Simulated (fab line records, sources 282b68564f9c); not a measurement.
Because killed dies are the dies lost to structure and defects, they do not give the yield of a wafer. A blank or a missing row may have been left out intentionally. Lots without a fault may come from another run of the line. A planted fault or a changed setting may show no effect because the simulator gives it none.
A lot that was struck, set against a sound lot || flow ritCmos || 44 out of 202 route steps
Sound: wafers L671.1, L671.2, L671.3. The struck wafers were L691.1, L691.2, L691.5. The cause is given at the end.
For every step that has rows: the tool of each side, followed by ch and its chambers, followed by its first start. Under that, the readings that differ: sound wafers || struck wafers || difference of the means || sigmas: that difference in standard deviations of wafers without a fault.
alike: words and numbers the same on both sides, and readings whose means are apart by under 2 such deviations; not compared: readings that were withheld, readings missing a value for some wafer, numbers with overlapping values and no deviation given by the record, and bounds like >300 which may hide the same value.
Wherever a step has rows on one side only, a row that says differs or no value, or a row with sigmas, the two part there. Non-overlapping numbers with no deviation appear without sigmas and do not part them. Lack of a reading on every wafer of one side parts them only where that side has two or more wafers.

first, 4 steps without rows for these wafers: RIT_PLDD_SOFTBAKE_02 (time 60 s); RIT_PLDD_EXPOSE_03 (exposes mask M8, target cd 40900 nm); RIT_PLDD_PEB_04; RIT_PLDD_DEVELOP_05 (develop time 50 s).
RIT_PLDD_OVL_MEAS_06:
  sound on overlay-01 at day 3 11:47; struck on overlay-02 at day 7 13:38
  alike: PLDD_OVL
then, 2 steps without rows for these wafers: RIT_PLDD_HARDBAKE_07 (time 60 s); RIT_PLDD_IMPLANT_08.
RIT_PLDD_STRIP_09: strips in O2, time 180 s.
  sound on plasmaAsher-02 ch 0,1, day 3 12:12; struck on plasmaAsher-03 ch 0,1, day 7 13:58
  alike: chamberPressureMTorr, drypumpMotorCurrentA
  not compared: rfHoursCounterH
RIT_PLDD_TW_MEAS_10:
  sound on filmMetro-01 at day 3 12:22; struck on filmMetro-02 at day 7 14:09
  alike: PLDD_TW
then, 3 steps without rows for these wafers: RIT_SPACER_CLEAN_00 (cleans in SC1, time 600 s); RIT_SPACER_CLEAN_01 (cleans in dHF, time 30 s); RIT_SPACER_CLEAN_02 (cleans in SC2, time 600 s).
RIT_SPACER_CVD_03: deposits Si3N4 from SiH2Cl2/NH3, target thk 250 nm, time 3300 s.
  sound on lpcvd-01 ch 0, day 3 12:48; struck on lpcvd-02 ch 1, day 7 14:34
{"reading": "model.Si3N4_of_SPACER_CVD_03.thkNm (nm)", "sound": "252.8 251.5 250.6", "struck": "212.3 214 214.6", "difference": -38.0, "sigmas": ""}
  alike: nh3FlowSccm, pressureMtorr
RIT_SPACER_THK_MEAS_04:
  sound on filmMetro-02 at day 3 14:43; struck on filmMetro-02 at day 7 16:29
{"reading": "SPACER_NITRIDE_THK (nm)", "sound": "252.7 251.4 250.6", "struck": "212.4 214.0 214.6", "difference": -37.9, "sigmas": -14}
RIT_SPACER_ETCHBACK_05: etches Si3N4 in SF6/CHF3, stops on SiO2, target depth 250 nm, time 240 s.
  sound on rieDiel-03 ch 0,1,2, day 3 14:47; struck on rieDiel-03 ch 0,2,3, day 7 16:33
{"reading": "oesProductAu (a.u.)", "sound": "0.856 0.832 0.852", "struck": "0.757 0.753 0.761", "difference": -0.090, "sigmas": -6}
{"reading": "model.etch.depthNm (nm)", "sound": "252.8 251.5 250.6", "struck": "212.3 214 214.6", "difference": -38.0, "sigmas": ""}
  alike: chamberPressureMTorr, drypumpMotorCurrentA, throttleValvePct
  not compared: rfHoursCounterH
then, 6 steps without rows for these wafers: RIT_NSD_HMDS_00 (prime time 60 s); RIT_NSD_COAT_01 (resist thk 1000 nm); RIT_NSD_SOFTBAKE_02 (time 60 s); RIT_NSD_EXPOSE_03 (exposes mask M9, target cd 40700 nm); RIT_NSD_PEB_04; RIT_NSD_DEVELOP_05 (develop time 52.14 s).
RIT_NSD_OVL_MEAS_06:
  sound on overlay-02 at day 3 15:47; struck on overlay-01 at day 7 17:33
  alike: NSD_OVL
then, 2 steps without rows for these wafers: RIT_NSD_HARDBAKE_07 (time 60 s); RIT_NSD_IMPLANT_08.
RIT_NSD_STRIP_09: strips in O2, time 180 s.
  sound on plasmaAsher-01 ch 0,1, day 3 16:07; struck on plasmaAsher-01 ch 0,1, day 7 17:53
  alike: chamberPressureMTorr, drypumpMotorCurrentA
  not compared: rfHoursCounterH
RIT_NSD_TW_MEAS_10:
  sound on filmMetro-03 at day 3 16:17; struck on filmMetro-01 at day 7 18:04
  alike: NSD_TW
then, 6 steps without rows for these wafers: RIT_PSD_HMDS_00 (prime time 60 s); RIT_PSD_COAT_01 (resist thk 1000 nm); RIT_PSD_SOFTBAKE_02 (time 60 s); RIT_PSD_EXPOSE_03 (exposes mask M10, target cd 40900 nm); RIT_PSD_PEB_04; RIT_PSD_DEVELOP_05 (develop time 50 s).
RIT_PSD_OVL_MEAS_06:
  sound on overlay-01 at day 3 17:19; struck on overlay-01 at day 7 19:06
{"reading": "PSD_OVL (nm)", "sound": "1.6 1.6 0.9", "struck": "-2.0 -1.5 -0.9", "difference": -2.8, "sigmas": -2}
then, 2 steps without rows for these wafers: RIT_PSD_HARDBAKE_07 (time 60 s); RIT_PSD_IMPLANT_08.
RIT_PSD_STRIP_09: strips in O2, time 180 s.
  sound on plasmaAsher-03 ch 0,1, day 3 17:40; struck on plasmaAsher-04 ch 0,1, day 7 19:26
  alike: chamberPressureMTorr, drypumpMotorCurrentA
  not compared: rfHoursCounterH
RIT_PSD_TW_MEAS_10:
  sound on filmMetro-01 at day 3 17:50; struck on filmMetro-02 at day 7 19:37
  alike: PSD_TW
then, 3 steps without rows for these wafers: RIT_SDANNEAL_CLEAN_00 (cleans in SC1, time 600 s); RIT_SDANNEAL_CLEAN_01 (cleans in dHF, time 30 s); RIT_SDANNEAL_CLEAN_02 (cleans in SC2, time 600 s).
RIT_SDANNEAL_RTA_03: time 5 s.
  sound on rtpAnneal-02 ch 0, day 3 18:17; struck on rtpAnneal-02 ch 0, day 7 20:02
{"reading": "wafer_temp_C_max", "sound": "1054.7 1054.8 1055.3", "struck": "1052.8 1050.8 1052.8", "difference": -2.8, "sigmas": -2}
RIT_SDANNEAL_RS_MEAS_04: measurement is done with a four-point probe.
  sound on filmMetro-03 at day 3 18:20; struck on filmMetro-01 at day 7 20:05
{"reading": "PSD_RS (ohm/sq)", "sound": "116.40 116.51 116.19", "struck": "115.79 115.59 116.01", "difference": -0.57, "sigmas": -2}
RIT_SILICIDE_WET_ETCH_00: etches SiO2 in BOE, target depth 14 nm, time 15 s.
  sound on wetBench-02 ch 0, day 3 18:49; struck on wetBench-01 ch 1, day 7 20:34
{"reading": "model.Si3N4_of_SPACER_CVD_03.thkNm (nm)", "sound": "195.7 195 194.2", "struck": "163.9 165.9 166", "difference": -29.7, "sigmas": ""}
RIT_M1_PROBE_99:
  sound on prober-01 at day 4 01:43; struck on prober-01 at day 8 03:47
{"reading": "killedAtFrontEnd", "sound": "4 0 4", "struck": "12 9 7", "difference": "+7", "sigmas": "+2"}
{"reading": "killedDies", "sound": "4 0 4", "struck": "12 9 7", "difference": "+7", "sigmas": "+2"}
  alike: killed_at_M0_to_M3, killedOnRim, killedOpen, killedShort
  not compared: model.etest.nmos_0p15.rOnOhmUm, model.etest.nmos_0p3.rOnOhmUm, model.etest.pplusSal.widthNm, model.etest.nplusSal.widthNm, model.etest.pwellPinched.rsOhmSq, model.etest.nwellPinched.rsOhmSq, model.etest.fieldPMetal.vtV, model.etest.ppolyLine.rsOhmSq

== WHERE THEY PART ==
First at RIT_SPACER_THK_MEAS_04; last, within this record, at RIT_M1_PROBE_99.

WHY: whatever the simulator had introduced
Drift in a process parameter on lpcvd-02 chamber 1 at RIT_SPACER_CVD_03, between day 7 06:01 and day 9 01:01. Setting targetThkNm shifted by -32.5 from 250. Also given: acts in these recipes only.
